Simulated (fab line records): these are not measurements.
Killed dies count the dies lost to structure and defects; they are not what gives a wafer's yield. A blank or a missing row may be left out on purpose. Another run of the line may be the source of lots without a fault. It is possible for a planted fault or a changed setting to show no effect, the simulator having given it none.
Check for tools in common / flow berkeleyCmos170 / Lots sampled 15, wafers sampled 45

REASON IT WAS OPENED
At UCB170_V2_THK_MEAS_04 the reading V2_POLISHED_THK is flagged on 3 of 15 lots. Wafers without a fault read 1000.5 nm, standard deviation 1.3.
Rule: a lot gets a flag if all its wafers with a number sit over 4 standard deviations from that mean, or if no wafer of it has a number. The rest of the lots are taken to be sound.

lot=L858; measured=day 8 11:26; on=filmMetro-03; V2_POLISHED_THK (nm), wafer by wafer=998.4 1000.6 1001.0; flag=
lot=L860; measured=day 8 20:15; on=filmMetro-03; V2_POLISHED_THK (nm), wafer by wafer=1001.5 1000.9 1001.4; flag=
lot=L859; measured=day 8 22:16; on=filmMetro-04; V2_POLISHED_THK (nm), wafer by wafer=998.0 1001.6 1000.4; flag=
lot=L862; measured=day 9 13:41; on=filmMetro-03; V2_POLISHED_THK (nm), wafer by wafer=1001.3 999.9 1000.5; flag=
lot=L863; measured=day 9 13:55; on=filmMetro-04; V2_POLISHED_THK (nm), wafer by wafer=999.5 1002.5 1001.3; flag=
lot=L861; measured=day 9 14:54; on=filmMetro-01; V2_POLISHED_THK (nm), wafer by wafer=1340.4 1360.3 1345.7; flag=FLAGGED
lot=L864; measured=day 10 01:57; on=filmMetro-01; V2_POLISHED_THK (nm), wafer by wafer=1344.3 1347.0 1360.9; flag=FLAGGED
lot=L866; measured=day 10 12:20; on=filmMetro-03; V2_POLISHED_THK (nm), wafer by wafer=1335.7 1349.7 1354.0; flag=FLAGGED
lot=L873; measured=day 12 01:13; on=filmMetro-03; V2_POLISHED_THK (nm), wafer by wafer=999.3 1001.4 1000.9; flag=
lot=L874; measured=day 12 01:52; on=filmMetro-03; V2_POLISHED_THK (nm), wafer by wafer=1000.6 999.2 1002.9; flag=
lot=L876; measured=day 12 13:59; on=filmMetro-03; V2_POLISHED_THK (nm), wafer by wafer=998.9 1001.5 999.6; flag=
lot=L880; measured=day 12 17:49; on=filmMetro-03; V2_POLISHED_THK (nm), wafer by wafer=999.6 1000.1 1001.0; flag=
lot=L878; measured=day 12 20:14; on=filmMetro-01; V2_POLISHED_THK (nm), wafer by wafer=1000.6 1003.0 1001.2; flag=
lot=L879; measured=day 12 22:59; on=filmMetro-03; V2_POLISHED_THK (nm), wafer by wafer=1001.2 1001.0 1001.5; flag=
lot=L881; measured=day 13 17:13; on=filmMetro-03; V2_POLISHED_THK (nm), wafer by wafer=1001.3 1001.0 1000.5; flag=
The numbers of the flagged lots are 1348.7 nm on average: +348.2 nm against the usual, or +99 or more standard deviations.

WHICH TOOL RAN EACH LOT
The record holds 1 process step before the reading, out of a route of 331 steps. In each cell: the tool, then ch and the chambers that the sampled wafers went through, then the start.
lot=L858; flag=; UCB170_V2_CMP_02=cmp-02 ch 0,1,2, day 8 11:04
lot=L860; flag=; UCB170_V2_CMP_02=cmp-02 ch 1,2,3, day 8 19:50
lot=L859; flag=; UCB170_V2_CMP_02=cmp-02 ch 1,3, day 8 21:49
lot=L862; flag=; UCB170_V2_CMP_02=cmp-01 ch 0,1, day 9 13:19
lot=L863; flag=; UCB170_V2_CMP_02=cmp-02 ch 0,1,3, day 9 13:29
lot=L861; flag=FLAGGED; UCB170_V2_CMP_02=cmp-02 ch 1,2, day 9 14:28
lot=L864; flag=FLAGGED; UCB170_V2_CMP_02=cmp-02 ch 1,2,3, day 10 01:32
lot=L866; flag=FLAGGED; UCB170_V2_CMP_02=cmp-02 ch 0,1,2, day 10 11:58
lot=L873; flag=; UCB170_V2_CMP_02=cmp-01 ch 0,1,2, day 12 00:57
lot=L874; flag=; UCB170_V2_CMP_02=cmp-01 ch 0,2,3, day 12 01:27
lot=L876; flag=; UCB170_V2_CMP_02=cmp-01 ch 0,2, day 12 13:32
lot=L880; flag=; UCB170_V2_CMP_02=cmp-02 ch 0,1,2, day 12 17:23
lot=L878; flag=; UCB170_V2_CMP_02=cmp-01 ch 0,1,2, day 12 19:49
lot=L879; flag=; UCB170_V2_CMP_02=cmp-02 ch 2,3, day 12 22:34
lot=L881; flag=; UCB170_V2_CMP_02=cmp-02 ch 0,2,3, day 13 16:47
What is done by these steps:
- UCB170_V2_CMP_02: polishes SiO2.
- UCB170_V2_THK_MEAS_04

FLAGGED AGAINST TOTAL, ONE TOOL AT A TIME (gauges that did the reading follow at the end)
step=UCB170_V2_CMP_02; tool=cmp-01; lots run=5; flagged=0; share of the flagged lots=none; sound lots run after its first flagged lot=-
step=UCB170_V2_CMP_02; tool=cmp-02; lots run=10; flagged=3; share of the flagged lots=all; sound lots run after its first flagged lot=3 (L880,L879,L881)
step=UCB170_V2_THK_MEAS_04; tool=filmMetro-01; lots run=3; flagged=2; share of the flagged lots=some; sound lots run after its first flagged lot=1 (L878)
step=UCB170_V2_THK_MEAS_04; tool=filmMetro-03; lots run=10; flagged=1; share of the flagged lots=some; sound lots run after its first flagged lot=6 (L873,L874,L876,L880,L879,L881)
step=UCB170_V2_THK_MEAS_04; tool=filmMetro-04; lots run=2; flagged=0; share of the flagged lots=none; sound lots run after its first flagged lot=-

WHAT THE TABLE PERMITS
1 row of the table ran every flagged lot: cmp-02 at UCB170_V2_CMP_02.
- cmp-02 at UCB170_V2_CMP_02 ran 10 lots, 3 of them flagged. Lots that were sound ran on it after the first flagged one (L880, L879, L881); a persistent fault on the entire tool would not allow that.
No row of the table ran every flagged lot and no sound lot after the first.

WHAT THE SIMULATOR PUT IN
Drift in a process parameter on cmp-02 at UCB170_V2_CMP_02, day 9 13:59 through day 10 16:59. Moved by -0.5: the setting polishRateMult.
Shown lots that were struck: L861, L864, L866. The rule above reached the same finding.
